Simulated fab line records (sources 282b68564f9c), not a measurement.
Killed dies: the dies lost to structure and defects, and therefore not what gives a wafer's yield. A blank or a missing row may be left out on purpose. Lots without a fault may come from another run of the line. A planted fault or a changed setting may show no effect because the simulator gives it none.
Which tool did it? || flow rit-cmos || 39 wafers from 13 lots sampled at 2 of the route's 202 steps

## WHAT THE GAUGES SHOWED, per wafer
No reading from a measuring or inspecting step in the record can be judged against a usual standard deviation.

## WHAT TOOL EACH LOT RAN ON (gives the tool, then ch and the chambers of the sampled wafers, and finally the start)
{"lot": "L671", "RIT_M1_HARDBAKE_11": "litho-track-01 ch 0, day 3 10:47", "RIT_M1_PROBE_99": "prober-01, day 3 13:17"}
{"lot": "L672", "RIT_M1_HARDBAKE_11": "litho-track-03 ch 0, day 3 16:56", "RIT_M1_PROBE_99": "prober-01, day 3 19:27"}
{"lot": "L674", "RIT_M1_HARDBAKE_11": "litho-track-02 ch 0, day 4 02:58", "RIT_M1_PROBE_99": "prober-01, day 4 05:28"}
{"lot": "L679", "RIT_M1_HARDBAKE_11": "litho-track-02 ch 0, day 5 05:19", "RIT_M1_PROBE_99": "prober-02, day 5 07:49"}
{"lot": "L681", "RIT_M1_HARDBAKE_11": "litho-track-01 ch 0, day 5 15:14", "RIT_M1_PROBE_99": "prober-02, day 5 17:44"}
{"lot": "L682", "RIT_M1_HARDBAKE_11": "litho-track-03 ch 0, day 6 00:25", "RIT_M1_PROBE_99": "prober-01, day 6 02:56"}
{"lot": "L685", "RIT_M1_HARDBAKE_11": "litho-track-01 ch 0, day 6 12:54", "RIT_M1_PROBE_99": "prober-01, day 6 15:26"}
{"lot": "L687", "RIT_M1_HARDBAKE_11": "litho-track-01 ch 0, day 6 19:36", "RIT_M1_PROBE_99": "prober-01, day 6 22:06"}
{"lot": "L688", "RIT_M1_HARDBAKE_11": "litho-track-03 ch 0, day 7 04:42", "RIT_M1_PROBE_99": "prober-02, day 7 07:20"}
{"lot": "L689", "RIT_M1_HARDBAKE_11": "litho-track-01 ch 0, day 7 06:10", "RIT_M1_PROBE_99": "prober-02, day 7 08:44"}
{"lot": "L690", "RIT_M1_HARDBAKE_11": "litho-track-01 ch 0, day 7 10:57", "RIT_M1_PROBE_99": "prober-01, day 7 13:27"}
{"lot": "L691", "RIT_M1_HARDBAKE_11": "litho-track-03 ch 0, day 7 16:04", "RIT_M1_PROBE_99": "prober-02, day 7 18:34"}
{"lot": "L692", "RIT_M1_HARDBAKE_11": "litho-track-03 ch 0, day 7 20:01", "RIT_M1_PROBE_99": "prober-01, day 7 22:31"}
- RIT_M1_HARDBAKE_11: time 120 s.
- RIT_M1_PROBE_99

## AS READ BY THE TOOLS THEMSELVES (means over the sampled wafers that have a number; for cases with no such wafer, the mark the record gives instead)
RIT_M1_HARDBAKE_11.
{"lot": "L671", "tool": "litho-track-01", "chill-plate-temp-C (C)": 23.04, "heater-power-total-W (W)": 52.03, "plate-temp-C (C)": 140.07}
{"lot": "L672", "tool": "litho-track-03", "chill-plate-temp-C (C)": 22.97, "heater-power-total-W (W)": 52.01, "plate-temp-C (C)": 139.91}
{"lot": "L674", "tool": "litho-track-02", "chill-plate-temp-C (C)": 23.06, "heater-power-total-W (W)": 52.01, "plate-temp-C (C)": 140.03}
{"lot": "L679", "tool": "litho-track-02", "chill-plate-temp-C (C)": 22.99, "heater-power-total-W (W)": 53.46, "plate-temp-C (C)": 142.85}
{"lot": "L681", "tool": "litho-track-01", "chill-plate-temp-C (C)": 22.91, "heater-power-total-W (W)": 52.04, "plate-temp-C (C)": 139.93}
{"lot": "L682", "tool": "litho-track-03", "chill-plate-temp-C (C)": 23.01, "heater-power-total-W (W)": 52.00, "plate-temp-C (C)": 140.00}
{"lot": "L685", "tool": "litho-track-01", "chill-plate-temp-C (C)": 23.08, "heater-power-total-W (W)": 52.03, "plate-temp-C (C)": 140.17}
{"lot": "L687", "tool": "litho-track-01", "chill-plate-temp-C (C)": 22.96, "heater-power-total-W (W)": 51.99, "plate-temp-C (C)": 140.02}
{"lot": "L688", "tool": "litho-track-03", "chill-plate-temp-C (C)": 22.93, "heater-power-total-W (W)": 52.01, "plate-temp-C (C)": 140.03}
{"lot": "L689", "tool": "litho-track-01", "chill-plate-temp-C (C)": 22.94, "heater-power-total-W (W)": 52.04, "plate-temp-C (C)": 140.01}
{"lot": "L690", "tool": "litho-track-01", "chill-plate-temp-C (C)": 22.96, "heater-power-total-W (W)": 52.04, "plate-temp-C (C)": 139.91}
{"lot": "L691", "tool": "litho-track-03", "chill-plate-temp-C (C)": 23.05, "heater-power-total-W (W)": 52.05, "plate-temp-C (C)": 140.12}
{"lot": "L692", "tool": "litho-track-03", "chill-plate-temp-C (C)": 23.13, "heater-power-total-W (W)": 52.02, "plate-temp-C (C)": 140.05}

RIT_M1_PROBE_99.
{"lot": "L671", "tool": "prober-01", "defect-limited-yield (%)": 97.3, "killed-at-contacts": 0.0, "killed-at-front-end": 7, "killed-dies": 7, "killed-open": 4.3, "killed-short": 2.7, "sort_bin_3_pad_short (%)": 0.1, "sort_bin_5_function (%)": 1.8, "sort_bin_6_memory (%)": 0.8, "sort-n-pass": 257, "sort-yield-pct (%)": 97.3}
{"lot": "L672", "tool": "prober-01", "defect-limited-yield (%)": 96.2, "killed-at-contacts": 0.0, "killed-at-front-end": 10, "killed-dies": 10, "killed-open": 4.3, "killed-short": 5.7, "sort_bin_3_pad_short (%)": 0.4, "sort_bin_5_function (%)": 1.6, "sort_bin_6_memory (%)": 1.8, "sort-n-pass": 254, "sort-yield-pct (%)": 96.2}
{"lot": "L674", "tool": "prober-01", "defect-limited-yield (%)": 97.3, "killed-at-contacts": 0.0, "killed-at-front-end": 7, "killed-dies": 7, "killed-open": 4.3, "killed-short": 2.7, "sort_bin_3_pad_short (%)": 0.1, "sort_bin_5_function (%)": 1.1, "sort_bin_6_memory (%)": 1.4, "sort-n-pass": 257, "sort-yield-pct (%)": 97.3}
{"lot": "L679", "tool": "prober-02", "defect-limited-yield (%)": 98.5, "killed-at-contacts": 0.0, "killed-at-front-end": 4, "killed-dies": 4, "killed-open": 1.7, "killed-short": 2.3, "sort_bin_3_pad_short (%)": 0.0, "sort_bin_5_function (%)": 0.8, "sort_bin_6_memory (%)": 0.8, "sort-n-pass": 260, "sort-yield-pct (%)": 98.5}
{"lot": "L681", "tool": "prober-02", "defect-limited-yield (%)": 97.0, "killed-at-contacts": 0.3, "killed-at-front-end": 8, "killed-dies": 8, "killed-open": 3.7, "killed-short": 4.3, "sort_bin_3_pad_short (%)": 0.3, "sort_bin_5_function (%)": 1.6, "sort_bin_6_memory (%)": 1.2, "sort-n-pass": 256, "sort-yield-pct (%)": 97.0}
{"lot": "L682", "tool": "prober-01", "defect-limited-yield (%)": 96.2, "killed-at-contacts": 0.0, "killed-at-front-end": 10, "killed-dies": 10, "killed-open": 5.3, "killed-short": 4.7, "sort_bin_3_pad_short (%)": 0.4, "sort_bin_5_function (%)": 2.1, "sort_bin_6_memory (%)": 1.3, "sort-n-pass": 254, "sort-yield-pct (%)": 96.2}
{"lot": "L685", "tool": "prober-01", "defect-limited-yield (%)": 96.6, "killed-at-contacts": 0.0, "killed-at-front-end": 9, "killed-dies": 9, "killed-open": 6.0, "killed-short": 3.0, "sort_bin_3_pad_short (%)": 0.4, "sort_bin_5_function (%)": 1.4, "sort_bin_6_memory (%)": 1.6, "sort-n-pass": 255, "sort-yield-pct (%)": 96.6}
{"lot": "L687", "tool": "prober-01", "defect-limited-yield (%)": 97.1, "killed-at-contacts": 0.0, "killed-at-front-end": 8, "killed-dies": 8, "killed-open": 3.3, "killed-short": 4.3, "sort_bin_3_pad_short (%)": 0.1, "sort_bin_5_function (%)": 1.1, "sort_bin_6_memory (%)": 1.6, "sort-n-pass": 256, "sort-yield-pct (%)": 97.1}
{"lot": "L688", "tool": "prober-02", "defect-limited-yield (%)": 97.7, "killed-at-contacts": 0.0, "killed-at-front-end": 6, "killed-dies": 6, "killed-open": 3.0, "killed-short": 3.0, "sort_bin_3_pad_short (%)": 0.0, "sort_bin_5_function (%)": 1.8, "sort_bin_6_memory (%)": 0.5, "sort-n-pass": 258, "sort-yield-pct (%)": 97.7}
{"lot": "L689", "tool": "prober-02", "defect-limited-yield (%)": 98.9, "killed-at-contacts": 0.0, "killed-at-front-end": 3, "killed-dies": 3, "killed-open": 1.0, "killed-short": 2.0, "sort_bin_3_pad_short (%)": 0.0, "sort_bin_5_function (%)": 0.5, "sort_bin_6_memory (%)": 0.6, "sort-n-pass": 261, "sort-yield-pct (%)": 98.9}
{"lot": "L690", "tool": "prober-01", "defect-limited-yield (%)": 97.0, "killed-at-contacts": 0.0, "killed-at-front-end": 8, "killed-dies": 8, "killed-open": 4.3, "killed-short": 3.7, "sort_bin_3_pad_short (%)": 0.0, "sort_bin_5_function (%)": 1.6, "sort_bin_6_memory (%)": 1.4, "sort-n-pass": 256, "sort-yield-pct (%)": 97.0}
{"lot": "L691", "tool": "prober-02", "defect-limited-yield (%)": 98.2, "killed-at-contacts": 0.0, "killed-at-front-end": 5, "killed-dies": 5, "killed-open": 2.3, "killed-short": 2.3, "sort_bin_3_pad_short (%)": 0.0, "sort_bin_5_function (%)": 0.8, "sort_bin_6_memory (%)": 1.0, "sort-n-pass": 259, "sort-yield-pct (%)": 98.2}
{"lot": "L692", "tool": "prober-01", "defect-limited-yield (%)": 98.2, "killed-at-contacts": 0.0, "killed-at-front-end": 5, "killed-dies": 5, "killed-open": 3.7, "killed-short": 1.0, "sort_bin_3_pad_short (%)": 0.0, "sort_bin_5_function (%)": 0.9, "sort_bin_6_memory (%)": 0.9, "sort-n-pass": 259, "sort-yield-pct (%)": 98.2}

## THE ANSWER, worked out from the rows above alone
Rule: what is usual is taken from the lots themselves. The widest of any qualifying gaps counts: lots, ordered by their means at a reading, are off when they make up no more than a third of the lots, leave a main group of 4 or more, and stand apart from it by 3 or more times the standard deviation of that group's means. The tables above print the reading to a certain number of digits; a main group whose means all agree to those digits is not used. Also off: a lot with no number at a reading for which 4 or more lots have one. Where the step has rows for the other lots, those lots are counted as sound. Order of review: gauges by route order, followed by the tools' own readings, for which a lot's mean as printed above is used. At the first step where some lot is off, the reading lying furthest off is the one used; lots without a number count as furthest.
Off at RIT_M1_HARDBAKE_11 (heater-power-total-W): L679. For the main group the mean is 52.02 W and the standard deviation 0.018.
A tool fits if, at that step or a process step before it, it ran every lot that is off, and no sound lot after the first of them. One fits: litho-track-02 at RIT_M1_HARDBAKE_11. A fault onset in the window from L674 (day 4 02:58, its last sound lot) to L679 (day 5 05:19, its first lot off) fits.
The tool's own readings at RIT_M1_HARDBAKE_11 bear it out: on the lots that are off they differ by more than 5 times the standard deviation of the sound lots' means. heater-power-total-W reads 53.46 W there against 52.02 W on the sound lots; plate-temp-C reads 142.85 C there against 140.02 C on the sound lots.

## WHAT THE SIMULATOR HAD PUT IN
Process parameters drifting: litho-track-02 at RIT_M1_HARDBAKE_11, beginning at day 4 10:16. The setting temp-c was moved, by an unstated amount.
Struck lots among those shown: L679. The same result came from the rule above.
